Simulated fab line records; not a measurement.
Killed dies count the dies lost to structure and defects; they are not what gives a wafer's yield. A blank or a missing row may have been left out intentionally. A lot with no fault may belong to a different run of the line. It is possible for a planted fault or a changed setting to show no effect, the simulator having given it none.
Comparing a struck lot with a sound one    flow berkeley-cmos170    15 out of 331 route steps
Sound: these wafers, L868.1, L868.2, L868.5. Wafers L877.2, L877.3, L877.5 were the ones struck. The cause is given at the end.
Order at every step that has rows: each side's tool, ch and its chambers, its first start. Under that, the readings that differ: sound wafers    struck wafers    difference of the means    sigmas: that difference in standard deviations of wafers without a fault.
alike: same words and numbers on both sides, and readings whose means sit less than 2 such deviations apart. not compared: any withheld reading, any reading some wafer has no value for, any bound like >300 that may hide the same value, and any number with overlapping values for which the record gives no deviation.
The two part at a step that has a row with sigmas, a row that says differs or no value, or rows on one side only. When numbers do not overlap yet have no deviation, they are printed without sigmas and do not part them. Lack of a reading on every wafer of one side parts them only where that side has two or more wafers.

UCB170_V2_CD_MEAS_12 targets a cd of 700 nm.
  sound on cd-sem-01 at day 8 16:11; struck on cd-sem-02 at day 11 07:40
reading     sound              struck             difference  sigmas
cd-nm (nm)  703.1 702.4 702.1  698.0 699.4 698.2  -4.0        -3
UCB170_V2_OVL_MEAS_13:
  sound on overlay-02 at day 8 16:19; struck on overlay-01 at day 11 07:46
  alike: V2_OVL
UCB170_V2_ETCH_14: etches SiO2 in CHF3/CF4/Ar, stops on Al, target depth 1250 nm, time 291 s.
  sound on rie-diel-01 ch 1,2,3, day 8 16:20; struck on rie-diel-02 ch 0,1,3, day 11 07:48
reading             sound              struck             difference  sigmas
mfc-ar-sccm (sccm)  151.1 150.2 150.5  149.6 149.9 149.2  -1.0        -2
  alike: drypump-motor-current-A, oes-product-au, throttle-valve-pct
  not compared: rf-hours-counter-h
UCB170_V2_STRIP_15: strips in O2.
  sound on plasma-asher-04 ch 0,1, day 8 16:31; struck on plasma-asher-02 ch 0,1, day 11 07:59
  alike: chamber-pressure-mTorr, drypump-motor-current-A, oes-product-au, strip-time-to-endpoint-s
  not compared: rf-hours-counter-h
UCB170_V2_CD_MEAS_90 targets a cd of 700 nm.
  sound on cd-sem-01 at day 8 16:40; struck on cd-sem-01 at day 11 08:06
reading     sound              struck             difference  sigmas
cd-nm (nm)  703.6 701.8 702.5  698.4 699.5 698.6  -3.8        -3
then, 1 step without rows for these wafers: UCB170_M3_PRE_CLEAN_00 (preclean etch time 60 s).
UCB170_M3_SPUTTER_01: material Al, target thk 900 nm, time 120 s.
  sound on pvd-sputter-01 at day 8 16:51; struck on pvd-sputter-01 at day 11 08:16
  alike: cathode-dc-power-W, throttle-valve-pct
UCB170_M3_RS_MEAS_02: measures by four-point-probe.
  sound on film-metro-03 at day 8 16:56; struck on film-metro-03 at day 11 08:22
  alike: M3_AL_RS
UCB170_M3_THK_MEAS_03: measures by xrf.
  sound on film-metro-03 at day 8 17:04; struck on film-metro-03 at day 11 08:29
  alike: M3_AL_THK
then, 3 steps without rows for these wafers: UCB170_M3_HMDS_04 (prime time 60 s); UCB170_M3_COAT_05 (resist thk 900 nm); UCB170_M3_SOFTBAKE_06 (time 60 s).
UCB170_M3_STRIP_07: strips in O2.
  sound on plasma-asher-03 ch 0,1, day 8 17:40; struck on plasma-asher-02 ch 0,1, day 11 09:36
  no value came back on the struck wafers for chamber-pressure-mTorr (mTorr), drypump-motor-current-A (A), oes-product-au (a.u.), strip-time-to-endpoint-s (s); on the sound wafers chamber-pressure-mTorr (mTorr) reads 3506 3498 3497
reading                              sound  struck             difference  sigmas
model.KrF_of_M3_COAT_05.thk-nm (nm)  0 0 0  898.9 901.4 900.3  +900.2      
  not compared: rf-hours-counter-h
then, 1 step without rows for these wafers: UCB170_M3_STRIP_08 (strips KrF in DMSO, time 600 s).
UCB170_M3_PROBE_99:
  only the struck wafers here have rows in the record (prober-01, day 11 11:51); the sound ones have none

WHERE THEY PART
First at UCB170_V2_CD_MEAS_12; last, within this record, at UCB170_M3_PROBE_99.

WHY: what had been put in by the simulator
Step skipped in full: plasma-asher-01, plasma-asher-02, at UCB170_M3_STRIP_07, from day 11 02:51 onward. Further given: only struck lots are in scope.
